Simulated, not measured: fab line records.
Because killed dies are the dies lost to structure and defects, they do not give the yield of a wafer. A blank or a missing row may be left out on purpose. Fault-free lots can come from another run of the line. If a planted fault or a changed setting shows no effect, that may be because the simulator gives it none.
Split-lot experiment    flow berkeley-cmos170    on a route of 331 steps: 5 lots, 23 wafers read

== THE SPLIT ITSELF ==
At UCB170_NWELL_CVD_04 (deposits Si3N4 from SiH2Cl2/NH3, target thk 224 nm, time 3360 s), the setting pressure-mtorr was moved away from the recipe's 200 mTorr on 20 of the 23 wafers read, by -8.1% to +14.8%. All remaining wafers had this setting at the recipe value.

The file shows no step between the split and the reading.

== THE READING ==
At UCB170_NWELL_THK_MEAS_05: NWELL_NITRIDE_THK, given in nm. Fault-free wafers of this fab line usually give 224.0 nm, standard deviation 2.2 nm.

wafer   tool, chamber at the split  pressure-mtorr as run, mTorr  against the recipe  NWELL_NITRIDE_THK, nm  against lot-mates on the recipe
L074.1  -, -                        210.7                         +5.3%               227.8                  no lot-mate on the recipe
L074.2  -, -                        210.7                         +5.3%               229.2                  no lot-mate on the recipe
L074.3  -, -                        210.7                         +5.3%               227.0                  no lot-mate on the recipe
L074.4  -, -                        210.7                         +5.3%               228.5                  no lot-mate on the recipe
L074.6  -, -                        210.7                         +5.3%               229.2                  no lot-mate on the recipe
L078.1  -, -                        225.7                         +12.8%              235.9                  no lot-mate on the recipe
L078.3  -, -                        225.7                         +12.8%              234.2                  no lot-mate on the recipe
L078.4  -, -                        225.7                         +12.8%              235.6                  no lot-mate on the recipe
L078.5  -, -                        225.7                         +12.8%              235.2                  no lot-mate on the recipe
L078.6  -, -                        225.7                         +12.8%              235.6                  no lot-mate on the recipe
L080.1  -, -                        229.6                         +14.8%              235.2                  no lot-mate on the recipe
L080.2  -, -                        229.6                         +14.8%              235.1                  no lot-mate on the recipe
L080.3  -, -                        229.6                         +14.8%              235.5                  no lot-mate on the recipe
L080.4  -, -                        229.6                         +14.8%              236.3                  no lot-mate on the recipe
L080.6  -, -                        229.6                         +14.8%              233.9                  no lot-mate on the recipe
L082.1  lpcvd-01, 1                 200                           recipe              227.5                  -
L082.2  lpcvd-01, 1                 200                           recipe              226.5                  -
L082.4  lpcvd-01, 1                 200                           recipe              226.6                  -
L085.1  -, -                        183.9                         -8.1%               214.9                  no lot-mate on the recipe
L085.2  -, -                        183.9                         -8.1%               217.6                  no lot-mate on the recipe
L085.4  -, -                        183.9                         -8.1%               217.4                  no lot-mate on the recipe
L085.5  -, -                        183.9                         -8.1%               216.4                  no lot-mate on the recipe
L085.6  -, -                        183.9                         -8.1%               217.8                  no lot-mate on the recipe

THE FIT
A straight line over all 23 wafers: NWELL_NITRIDE_THK changes by +0.806 nm for each +1% of pressure-mtorr; r = +0.98; the points scatter about the line by 1.5 nm.
Too few moved wafers with a lot-mate on the recipe to fit a line net of each lot's own level.

== THE WHOLE CHAIN: every reading that the file lists as answering this split, in the file's order ==
step                      what it does                                                     reading                                                                        change (the file's fit)                r (the file's)
UCB170_NWELL_CVD_04       deposits Si3N4 from SiH2Cl2/NH3, target thk 224 nm, time 3360 s  Si3N4_of_NWELL_CVD_04.thk-nm (the simulator's own value, which no gauge read)  +0.807 nm for each +1% of the setting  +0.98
UCB170_NWELL_THK_MEAS_05                                                                   NWELL_NITRIDE_THK                                                              +0.807 for each +1% of the setting     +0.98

== THE FILE'S OWN FIT ==
NWELL_NITRIDE_THK changes by +0.807 nm for each +1% of pressure-mtorr, r = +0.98.
